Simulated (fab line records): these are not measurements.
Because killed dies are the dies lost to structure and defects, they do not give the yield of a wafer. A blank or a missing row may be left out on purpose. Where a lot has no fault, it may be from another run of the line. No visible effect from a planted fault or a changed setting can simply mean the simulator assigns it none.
A lot that was struck, set against a sound lot    flow ritCmos    14 steps out of a route of 202
Sound: the wafers L271.1, L271.4, L271.5. The struck wafers were L265.1, L265.5, L265.6. The cause is named last.
Each step with rows lists, per side, the tool, then ch with its chambers, then its first start. Under that, the readings that differ: sound wafers    struck wafers    difference of the means    sigmas: that difference in standard deviations of wafers without a fault.
alike: same words and numbers on both sides, and readings whose means sit less than 2 such deviations apart. not compared: any withheld reading, any reading some wafer has no value for, any bound like >300 that may hide the same value, and any number with overlapping values for which the record gives no deviation.
The two part at a step that has a row with sigmas, a row that says differs or no value, or rows on one side only. When numbers do not overlap yet have no deviation, they are printed without sigmas and do not part them. A reading that every wafer of one side lacks parts them only if that side has two wafers or more.

first, 1 step without rows for these wafers: RIT_ACTIVE_OXIDATION_01 (target thk 46.8 nm, ox time 3360 s).
RIT_ACTIVE_THK_MEAS_02:
  sound on filmMetro-02, day 4 10:17; struck on filmMetro-02, day 3 04:16
  alike: ACTIVE_OXIDE_THK
then, 1 step without rows for these wafers: RIT_ACTIVE_CVD_03 (deposits Si3N4 from SiH2Cl2/NH3, target thk 150 nm, time 1500 s).
RIT_ACTIVE_THK_MEAS_04:
  sound on filmMetro-03, day 4 12:04; struck on filmMetro-02, day 3 05:44
  alike: ACTIVE_NITRIDE_THK
then, 6 steps without rows for these wafers: RIT_ACTIVE_HMDS_05 (prime time 60 s); RIT_ACTIVE_COAT_06 (resist thk 1000 nm); RIT_ACTIVE_SOFTBAKE_07 (time 60 s); RIT_ACTIVE_EXPOSE_08 (exposes mask M1, target cd 1400 nm); RIT_ACTIVE_PEB_09; RIT_ACTIVE_DEVELOP_10 (develop time 50 s).
RIT_ACTIVE_CD_MEAS_11: the cd target is 1400 nm.
  sound on cdSem-01, day 4 13:00; struck on cdSem-01, day 3 06:43
reading    sound                 struck                difference  sigmas
cdNm (nm)  1397.1 1394.7 1396.5  1403.2 1405.5 1404.7  +8.4        +3
then, 1 step without rows for these wafers: RIT_ACTIVE_HARDBAKE_12 (time 60 s).
RIT_ACTIVE_ETCH_13: etches Si3N4 in SF6, stops on SiO2, time 210 s, target depth 210 nm.
  sound on rieDiel-02 ch 0,2,3, day 4 13:16; struck on rieDiel-01 ch 0,1,2, day 3 06:59
reading                                       sound              struck             difference  sigmas
oesProductAu (a.u.)                           0.815 0.821 0.798  0.829 0.835 0.852  +0.027      +2
model.NOVOLAK_of_ACTIVE_COAT_06.thkNm (nm)    650.7 671.9 672.7  551.5 559.2 545.2  -113.1      
model.SiO2_of_ACTIVE_OXIDATION_01.thkNm (nm)  47.57 46.5 47.54   0 0 0              -47         
model.ACTIVE.featureDepthNm (nm)              149.9 149 149.5    197.3 197.4 198.5  +48.3       
  alike: chamberPressureMTorr, drypumpMotorCurrentA, throttleValvePct
  not compared: rfHoursCounterH
RIT_ACTIVE_STRIP_14: strips in O2, time 180 s.
  sound on plasmaAsher-04 ch 0,1, day 4 13:24; struck on plasmaAsher-04 ch 0,1, day 3 07:07
  alike: chamberPressureMTorr, drypumpMotorCurrentA
  not compared: rfHoursCounterH

== WHERE THEY PART ==
Earliest at RIT_ACTIVE_CD_MEAS_11; latest, in this record, at RIT_ACTIVE_ETCH_13. Later steps at which nothing parts them and some readings are alike: RIT_ACTIVE_STRIP_14.

WHY: whatever the simulator had introduced
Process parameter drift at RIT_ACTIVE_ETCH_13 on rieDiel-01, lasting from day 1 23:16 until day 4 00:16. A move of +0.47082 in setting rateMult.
